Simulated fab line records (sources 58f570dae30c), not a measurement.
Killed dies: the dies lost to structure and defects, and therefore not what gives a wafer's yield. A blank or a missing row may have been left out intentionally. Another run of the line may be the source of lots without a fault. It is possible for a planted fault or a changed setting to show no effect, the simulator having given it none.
What tool caused it? | flow berkeley_cmos170 | 15 lots with 45 wafers sampled at 3 steps, on a route of 331 steps

== WHAT EACH GAUGE READ, for each wafer ==
UCB170_PWELL_OVL_MEAS_13.
lot  | measured    | on         | PWELL_OVL (nm)
L155 | day 3 10:13 | overlay-01 | 9 -8 -4
L157 | day 4 02:37 | overlay-01 | -15 -9 -3
L158 | day 4 02:51 | overlay-02 | -6 -7 -1
L160 | day 4 10:58 | overlay-02 | -5 2 8
L159 | day 4 11:13 | overlay-02 | -4 -12 -6
L161 | day 4 18:38 | overlay-01 | 11 9 10
L163 | day 5 02:21 | overlay-02 | -8 3 0
L168 | day 6 06:45 | overlay-01 | 4 0 5
L169 | day 6 07:00 | overlay-02 | -2 -9 2
L171 | day 6 19:06 | overlay-02 | -5 -3 -4
L173 | day 7 10:07 | overlay-02 | -3 -7 -7
L174 | day 7 10:14 | overlay-02 | -4 1 -7
L175 | day 7 17:38 | overlay-02 | 9 4 2
L177 | day 8 09:18 | overlay-02 | 1 -4 -6
L178 | day 8 09:34 | overlay-02 | -7 2 -5

UCB170_PFIELD_TW_MEAS_09.
lot  | measured     | on            | PFIELD_TW
L155 | day 4 22:02  | film_metro-01 | 599 600 600
L157 | day 5 16:56  | film_metro-03 | 595 597 597
L158 | day 5 16:47  | film_metro-03 | 596 597 595
L160 | day 6 03:14  | film_metro-01 | 629 632 630
L159 | day 6 02:54  | film_metro-03 | 601 599 601
L161 | day 6 10:05  | film_metro-04 | 640 643 642
L163 | day 6 17:56  | film_metro-03 | 625 626 623
L168 | day 7 22:07  | film_metro-03 | 597 597 596
L169 | day 7 22:11  | film_metro-03 | 599 599 598
L171 | day 8 13:37  | film_metro-03 | 597 593 594
L173 | day 9 03:04  | film_metro-03 | 598 598 596
L174 | day 9 03:14  | film_metro-01 | 605 606 608
L175 | day 9 12:37  | film_metro-01 | 606 605 607
L177 | day 10 05:13 | film_metro-03 | 597 597 594
L178 | day 10 04:46 | film_metro-04 | 611 614 612

== TOOL THAT RAN EACH LOT (tool first, then ch and the chambers of the sampled wafers, then the start) ==
lot  | UCB170_PFIELD_IMPLANT_07
L155 | implanter-01 ch 0, day 4 21:49
L157 | implanter-03 ch 0, day 5 16:41
L158 | implanter-03 ch 0, day 5 16:32
L160 | implanter-03 ch 0, day 6 03:01
L159 | implanter-02 ch 0, day 6 02:41
L161 | implanter-03 ch 0, day 6 09:50
L163 | implanter-03 ch 0, day 6 17:42
L168 | implanter-02 ch 0, day 7 21:53
L169 | implanter-01 ch 0, day 7 21:58
L171 | implanter-02 ch 0, day 8 13:23
L173 | implanter-01 ch 0, day 9 02:49
L174 | implanter-03 ch 0, day 9 02:59
L175 | implanter-01 ch 0, day 9 12:22
L177 | implanter-03 ch 0, day 10 05:00
L178 | implanter-02 ch 0, day 10 04:31
- UCB170_PFIELD_IMPLANT_07

== AS READ BY THE TOOLS THEMSELVES (means over the sampled wafers that have a number; for cases with no such wafer, the mark the record gives instead) ==
UCB170_PFIELD_IMPLANT_07.
lot  | tool         | dose_ions_cm2 | faraday_current_uA | tilt_deg (degrees)
L155 | implanter-01 | 2.0000e+13    | 65.6               | 7.004
L157 | implanter-03 | 2.0004e+13    | 63.6               | 7.018
L158 | implanter-03 | 1.9996e+13    | 64.0               | 6.994
L160 | implanter-03 | 2.3209e+13    | 73.4               | 7.030
L159 | implanter-02 | 2.0005e+13    | 62.6               | 7.008
L161 | implanter-03 | 2.3202e+13    | 73.7               | 7.024
L163 | implanter-03 | 2.3182e+13    | 74.8               | 7.010
L168 | implanter-02 | 1.9995e+13    | 63.7               | 7.004
L169 | implanter-01 | 2.0001e+13    | 64.2               | 7.006
L171 | implanter-02 | 2.0016e+13    | 61.9               | 6.981
L173 | implanter-01 | 2.0007e+13    | 63.5               | 6.989
L174 | implanter-03 | 2.0039e+13    | 62.8               | 6.992
L175 | implanter-01 | 2.0008e+13    | 63.7               | 6.997
L177 | implanter-03 | 2.0005e+13    | 62.6               | 7.009
L178 | implanter-02 | 2.0007e+13    | 63.2               | 6.965

== THE ANSWER, worked out from the rows above alone ==
Rule: the usual values come from the lots themselves. The widest of any qualifying gaps counts: lots, ordered by their means at a reading, are off when they make up no more than a third of the lots, leave a main group of 4 or more, and stand apart from it by 3 or more times the standard deviation of that group's means. If all means in a main group match to the digits the tables above print for the reading, that group is not used. Also off: a lot with no number at a reading for which 4 or more lots have one. Where the step has rows for the other lots, those lots are counted as sound. First the gauges in route order, then the tools' own readings, where a lot's mean is used as printed above. The first step at which some lot is off is used, and at that step the reading that is off furthest; a lot without a number counts as furthest.
Off, at UCB170_PFIELD_IMPLANT_07 on dose_ions_cm2: L160, L161, L163. The main group has a mean of 2.0007e+13 with a standard deviation of 1.1e+10.
If a tool, at that step or one of the process steps before it, ran each lot that is off and ran no sound lot following the first of them, it fits. None of those tried fits.

== WHAT THE SIMULATOR HAD PUT IN ==
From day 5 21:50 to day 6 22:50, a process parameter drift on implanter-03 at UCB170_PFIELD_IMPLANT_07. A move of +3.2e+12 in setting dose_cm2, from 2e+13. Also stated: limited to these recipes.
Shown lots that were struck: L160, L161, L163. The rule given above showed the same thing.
